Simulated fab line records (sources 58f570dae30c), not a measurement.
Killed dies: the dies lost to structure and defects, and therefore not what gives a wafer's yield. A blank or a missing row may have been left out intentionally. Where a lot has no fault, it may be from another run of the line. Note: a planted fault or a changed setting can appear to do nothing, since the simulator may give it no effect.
Lot-split experiment || flow berkeley_cmos170 || 5 lots, 23 wafers read, on a route of 331 steps

SPLIT DETAILS
At UCB170_FIELD_OXIDATION_01 (target thk 558.3 nm, ox time 7200 s), the setting ox_time_s was moved away from the recipe's 7200 s on 20 of the 23 wafers read, by -14.0% to +7.2%. For the rest of the wafers, this setting stayed at what the recipe calls for.

FROM THE SPLIT TO THE READING: what the file shows between them, 5 steps
- UCB170_FIELD_THK_MEAS_02
- UCB170_FIELD_ANNEAL_03: time 1200 s
- UCB170_FIELD_WET_ETCH_04: etches SiO2 in dHF, time 60 s
- UCB170_FIELD_WET_ETCH_05: etches Si3N4 in H3PO4, time 12600 s
- UCB170_FIELD_WET_ETCH_06: etches SiO2 in BOE, time 22 s

THE READING
FIELD_OXIDE_LEFT_1_THK (nm), taken at UCB170_FIELD_THK_MEAS_90. On this fab line, fault-free wafers typically give 441 nm with a standard deviation of 10 nm.

{"wafer": "L074.1", "tool, chamber at the split": "furnace-02, 0", "ox_time_s as run, s": 7200, "against the recipe": "recipe", "FIELD_OXIDE_LEFT_1_THK, nm": 449, "against lot-mates on the recipe": "-"}
{"wafer": "L074.5", "tool, chamber at the split": "furnace-02, 0", "ox_time_s as run, s": 7200, "against the recipe": "recipe", "FIELD_OXIDE_LEFT_1_THK, nm": 449, "against lot-mates on the recipe": "-"}
{"wafer": "L074.6", "tool, chamber at the split": "furnace-02, 0", "ox_time_s as run, s": 7200, "against the recipe": "recipe", "FIELD_OXIDE_LEFT_1_THK, nm": 446, "against lot-mates on the recipe": "-"}
{"wafer": "L076.1", "tool, chamber at the split": "-, -", "ox_time_s as run, s": 6195, "against the recipe": "-14.0%", "FIELD_OXIDE_LEFT_1_THK, nm": 399, "against lot-mates on the recipe": "no lot-mate on the recipe"}
{"wafer": "L076.2", "tool, chamber at the split": "-, -", "ox_time_s as run, s": 6195, "against the recipe": "-14.0%", "FIELD_OXIDE_LEFT_1_THK, nm": 402, "against lot-mates on the recipe": "no lot-mate on the recipe"}
{"wafer": "L076.3", "tool, chamber at the split": "-, -", "ox_time_s as run, s": 6195, "against the recipe": "-14.0%", "FIELD_OXIDE_LEFT_1_THK, nm": 403, "against lot-mates on the recipe": "no lot-mate on the recipe"}
{"wafer": "L076.4", "tool, chamber at the split": "-, -", "ox_time_s as run, s": 6195, "against the recipe": "-14.0%", "FIELD_OXIDE_LEFT_1_THK, nm": 412, "against lot-mates on the recipe": "no lot-mate on the recipe"}
{"wafer": "L076.6", "tool, chamber at the split": "-, -", "ox_time_s as run, s": 6195, "against the recipe": "-14.0%", "FIELD_OXIDE_LEFT_1_THK, nm": 405, "against lot-mates on the recipe": "no lot-mate on the recipe"}
{"wafer": "L078.1", "tool, chamber at the split": "-, -", "ox_time_s as run, s": 7720, "against the recipe": "+7.2%", "FIELD_OXIDE_LEFT_1_THK, nm": 477, "against lot-mates on the recipe": "no lot-mate on the recipe"}
{"wafer": "L078.2", "tool, chamber at the split": "-, -", "ox_time_s as run, s": 7720, "against the recipe": "+7.2%", "FIELD_OXIDE_LEFT_1_THK, nm": 476, "against lot-mates on the recipe": "no lot-mate on the recipe"}
{"wafer": "L078.3", "tool, chamber at the split": "-, -", "ox_time_s as run, s": 7720, "against the recipe": "+7.2%", "FIELD_OXIDE_LEFT_1_THK, nm": 483, "against lot-mates on the recipe": "no lot-mate on the recipe"}
{"wafer": "L078.4", "tool, chamber at the split": "-, -", "ox_time_s as run, s": 7720, "against the recipe": "+7.2%", "FIELD_OXIDE_LEFT_1_THK, nm": 480, "against lot-mates on the recipe": "no lot-mate on the recipe"}
{"wafer": "L078.5", "tool, chamber at the split": "-, -", "ox_time_s as run, s": 7720, "against the recipe": "+7.2%", "FIELD_OXIDE_LEFT_1_THK, nm": 473, "against lot-mates on the recipe": "no lot-mate on the recipe"}
{"wafer": "L077.1", "tool, chamber at the split": "-, -", "ox_time_s as run, s": 6331, "against the recipe": "-12.1%", "FIELD_OXIDE_LEFT_1_THK, nm": 393, "against lot-mates on the recipe": "no lot-mate on the recipe"}
{"wafer": "L077.2", "tool, chamber at the split": "-, -", "ox_time_s as run, s": 6331, "against the recipe": "-12.1%", "FIELD_OXIDE_LEFT_1_THK, nm": 387, "against lot-mates on the recipe": "no lot-mate on the recipe"}
{"wafer": "L077.3", "tool, chamber at the split": "-, -", "ox_time_s as run, s": 6331, "against the recipe": "-12.1%", "FIELD_OXIDE_LEFT_1_THK, nm": 396, "against lot-mates on the recipe": "no lot-mate on the recipe"}
{"wafer": "L077.4", "tool, chamber at the split": "-, -", "ox_time_s as run, s": 6331, "against the recipe": "-12.1%", "FIELD_OXIDE_LEFT_1_THK, nm": 385, "against lot-mates on the recipe": "no lot-mate on the recipe"}
{"wafer": "L077.6", "tool, chamber at the split": "-, -", "ox_time_s as run, s": 6331, "against the recipe": "-12.1%", "FIELD_OXIDE_LEFT_1_THK, nm": 397, "against lot-mates on the recipe": "no lot-mate on the recipe"}
{"wafer": "L079.1", "tool, chamber at the split": "-, -", "ox_time_s as run, s": 6524, "against the recipe": "-9.4%", "FIELD_OXIDE_LEFT_1_THK, nm": 391, "against lot-mates on the recipe": "no lot-mate on the recipe"}
{"wafer": "L079.3", "tool, chamber at the split": "-, -", "ox_time_s as run, s": 6524, "against the recipe": "-9.4%", "FIELD_OXIDE_LEFT_1_THK, nm": 402, "against lot-mates on the recipe": "no lot-mate on the recipe"}
{"wafer": "L079.4", "tool, chamber at the split": "-, -", "ox_time_s as run, s": 6524, "against the recipe": "-9.4%", "FIELD_OXIDE_LEFT_1_THK, nm": 397, "against lot-mates on the recipe": "no lot-mate on the recipe"}
{"wafer": "L079.5", "tool, chamber at the split": "-, -", "ox_time_s as run, s": 6524, "against the recipe": "-9.4%", "FIELD_OXIDE_LEFT_1_THK, nm": 399, "against lot-mates on the recipe": "no lot-mate on the recipe"}
{"wafer": "L079.6", "tool, chamber at the split": "-, -", "ox_time_s as run, s": 6524, "against the recipe": "-9.4%", "FIELD_OXIDE_LEFT_1_THK, nm": 401, "against lot-mates on the recipe": "no lot-mate on the recipe"}

THE FIT
A straight line over all 23 wafers: FIELD_OXIDE_LEFT_1_THK changes by +4.02 nm for each +1% of ox_time_s; r = +0.96; the points scatter about the line by 10 nm.
Too few moved wafers have a lot-mate on the recipe to fit a line with each lot's own level taken away.

THE WHOLE CHAIN: every reading that the file lists as answering this split, in the file's order
{"step": "UCB170_FIELD_OXIDATION_01", "what it does": "target thk 558.3 nm, ox time 7200 s", "reading": "SiO2_of_FIELD_OXIDATION_01.thk_nm (the simulator's own value, which no gauge read)", "change (the file's fit)": "+3.94 nm for each +1% of the setting", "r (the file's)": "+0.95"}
{"step": "UCB170_FIELD_THK_MEAS_02", "what it does": "", "reading": "FIELD_OXIDE_THK", "change (the file's fit)": "+3.94 for each +1% of the setting", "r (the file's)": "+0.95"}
{"step": "UCB170_FIELD_WET_ETCH_04", "what it does": "etches SiO2 in dHF, time 60 s", "reading": "SiO2_of_FIELD_OXIDATION_01.thk_nm (the simulator's own value, which no gauge read)", "change (the file's fit)": "+3.96 nm for each +1% of the setting", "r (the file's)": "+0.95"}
{"step": "UCB170_FIELD_THK_MEAS_90", "what it does": "", "reading": "FIELD_OXIDE_LEFT_1_THK", "change (the file's fit)": "+4.03 for each +1% of the setting", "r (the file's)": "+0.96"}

FILE'S OWN FIT
FIELD_OXIDE_LEFT_1_THK changes by +4.03 nm for each +1% of ox_time_s, r = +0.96.
